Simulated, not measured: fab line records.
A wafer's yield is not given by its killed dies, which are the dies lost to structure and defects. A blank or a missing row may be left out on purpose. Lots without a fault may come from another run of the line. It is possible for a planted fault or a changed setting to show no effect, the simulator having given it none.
Which tool did it? | flow berkeleyCmos170 | 45 wafers from 15 lots sampled at 4 of the route's 331 steps

WHAT THE GAUGES READ, wafer by wafer
UCB170_ACTIVE_CD_MEAS_90: the cd target is 1200 nm.
lot  | measured    | on       | cdNm (nm)
L581 | day 4 03:52 | cdSem-02 | 1201.7 1201.3 1202.8
L582 | day 4 13:07 | cdSem-01 | 1198.7 1196.6 1197.1
L583 | day 4 13:16 | cdSem-02 | 1197.4 1197.1 1198.2
L585 | day 4 21:50 | cdSem-02 | 1199.7 1199.4 1199.5
L586 | day 5 12:22 | cdSem-01 | 1201.6 1203.1 1201.9
L587 | day 5 12:36 | cdSem-02 | 1195.4 1196.1 1196.8
L590 | day 6 03:04 | cdSem-01 | 1200.4 1201.0 1199.1
L588 | day 6 03:48 | cdSem-01 | 1197.3 1196.8 1198.5
L591 | day 6 11:57 | cdSem-02 | 1199.5 1200.8 1201.3
L594 | day 6 18:07 | cdSem-02 | 1200.7 1199.9 1199.7
L598 | day 7 14:12 | cdSem-01 | 1200.9 1200.5 1199.5
L599 | day 8 00:56 | cdSem-02 | 1199.1 1199.7 1199.6
L600 | day 8 01:17 | cdSem-02 | 1202.1 1201.4 1202.0
L601 | day 8 13:50 | cdSem-02 | 1200.6 1200.7 1199.0
L604 | day 8 23:02 | cdSem-01 | 1199.0 1199.9 1199.0

UCB170_CONTACT_THK_MEAS_02.
lot  | measured     | on           | CONTACT_PSG_THK (nm)
L581 | day 6 20:07  | filmMetro-03 | 705 705 706
L582 | day 7 06:41  | filmMetro-03 | 702 702 704
L583 | day 7 04:55  | filmMetro-03 | 703 703 704
L585 | day 7 14:29  | filmMetro-04 | 718 717 713
L586 | day 8 04:40  | filmMetro-02 | 703 705 705
L587 | day 8 06:26  | filmMetro-02 | 695 693 695
L590 | day 8 15:07  | filmMetro-03 | 713 717 711
L588 | day 8 14:34  | filmMetro-02 | 697 696 697
L591 | day 9 07:37  | filmMetro-02 | 702 703 708
L594 | day 9 08:53  | filmMetro-03 | 685 691 688
L598 | day 10 09:59 | filmMetro-04 | 743 748 753 742 749 753
L599 | day 10 11:46 | filmMetro-04 | 741 739 732 741 739 733
L600 | day 10 11:46 | filmMetro-02 | 741 743 742 741 743 742
L601 | day 11 03:06 | filmMetro-03 | 694 699 694
L604 | day 11 19:41 | filmMetro-03 | 692 694 700

UCB170_CONTACT_OVL_MEAS_16.
lot  | measured     | on         | CONTACT_OVL (nm)
L581 | day 6 22:22  | overlay-02 | -3 -5 3
L582 | day 7 08:59  | overlay-02 | 1 1 7
L583 | day 7 08:28  | overlay-02 | -1 5 8
L585 | day 7 16:26  | overlay-02 | -11 4 -6
L586 | day 8 06:28  | overlay-02 | -6 -5 -7
L587 | day 8 08:16  | overlay-02 | 0 1 8
L590 | day 8 18:22  | overlay-02 | 0 14 -6
L588 | day 8 18:08  | overlay-01 | 8 13 -7
L591 | day 9 09:46  | overlay-02 | 5 0 15
L594 | day 9 11:46  | overlay-02 | -11 -7 -4
L598 | day 10 17:58 | overlay-02 | 3 -3 -5
L599 | day 10 15:36 | overlay-02 | 0 5 15
L600 | day 10 17:40 | overlay-01 | -4 0 2
L601 | day 11 06:08 | overlay-02 | 4 -3 -1
L604 | day 11 21:38 | overlay-01 | -2 -11 -2

EACH LOT AND THE TOOL THAT RAN IT (in order: tool; ch and the chambers of the sampled wafers; start)
lot  | UCB170_CONTACT_CVD_01
L581 | lpcvd-02 ch 1, day 6 18:19
L582 | lpcvd-01 ch 0, day 7 04:54
L583 | lpcvd-01 ch 0, day 7 03:07
L585 | lpcvd-02 ch 0, day 7 12:42
L586 | lpcvd-01 ch 0, day 8 02:53
L587 | lpcvd-01 ch 0, day 8 04:40
L590 | lpcvd-01 ch 1, day 8 12:26
L588 | lpcvd-02 ch 0, day 8 12:46
L591 | lpcvd-01 ch 1, day 9 04:56
L594 | lpcvd-02 ch 1, day 9 07:05
L598 | lpcvd-02 ch 1, day 10 08:11
L599 | lpcvd-02 ch 1, day 10 09:58
L600 | lpcvd-02 ch 1, day 10 09:58
L601 | lpcvd-01 ch 1, day 11 01:19
L604 | lpcvd-01 ch 0, day 11 17:53
- UCB170_CONTACT_CVD_01: deposits PSG from SiH4/O2/PH3, target thk 700 nm, time 2820 s.

AS READ BY THE TOOLS THEMSELVES (means over the sampled wafers that have a number; for cases with no such wafer, the mark the record gives instead)
UCB170_CONTACT_CVD_01.
lot  | tool     | ph3FlowSccm (sccm)
L581 | lpcvd-02 | 24.90
L582 | lpcvd-01 | 25.01
L583 | lpcvd-01 | 25.13
L585 | lpcvd-02 | 25.00
L586 | lpcvd-01 | 24.97
L587 | lpcvd-01 | 24.98
L590 | lpcvd-01 | 24.97
L588 | lpcvd-02 | 25.10
L591 | lpcvd-01 | 24.98
L594 | lpcvd-02 | 24.92
L598 | lpcvd-02 | 25.08
L599 | lpcvd-02 | 25.03
L600 | lpcvd-02 | 24.96
L601 | lpcvd-01 | 25.02
L604 | lpcvd-01 | 25.05

THE ANSWER, worked out from the rows above alone
Rule: the lots themselves supply what counts as usual. The widest of any qualifying gaps counts: lots, ordered by their means at a reading, are off when they make up no more than a third of the lots, leave a main group of 4 or more, and stand apart from it by 3 or more times the standard deviation of that group's means. A main group whose means are all the same, to the digits that the tables above print for the reading, isn't used. Also off: a lot with no number at a reading for which 4 or more lots have one. The other lots that the step has rows for count as sound. First the gauges in route order, then the tools' own readings, where a lot's mean is used as printed above. The first step at which some lot is off is used, and at that step the reading that is off furthest; a lot without a number counts as furthest.
None of the lots is off at any reading shown; this tells nothing.

WHAT THE SIMULATOR PUT IN
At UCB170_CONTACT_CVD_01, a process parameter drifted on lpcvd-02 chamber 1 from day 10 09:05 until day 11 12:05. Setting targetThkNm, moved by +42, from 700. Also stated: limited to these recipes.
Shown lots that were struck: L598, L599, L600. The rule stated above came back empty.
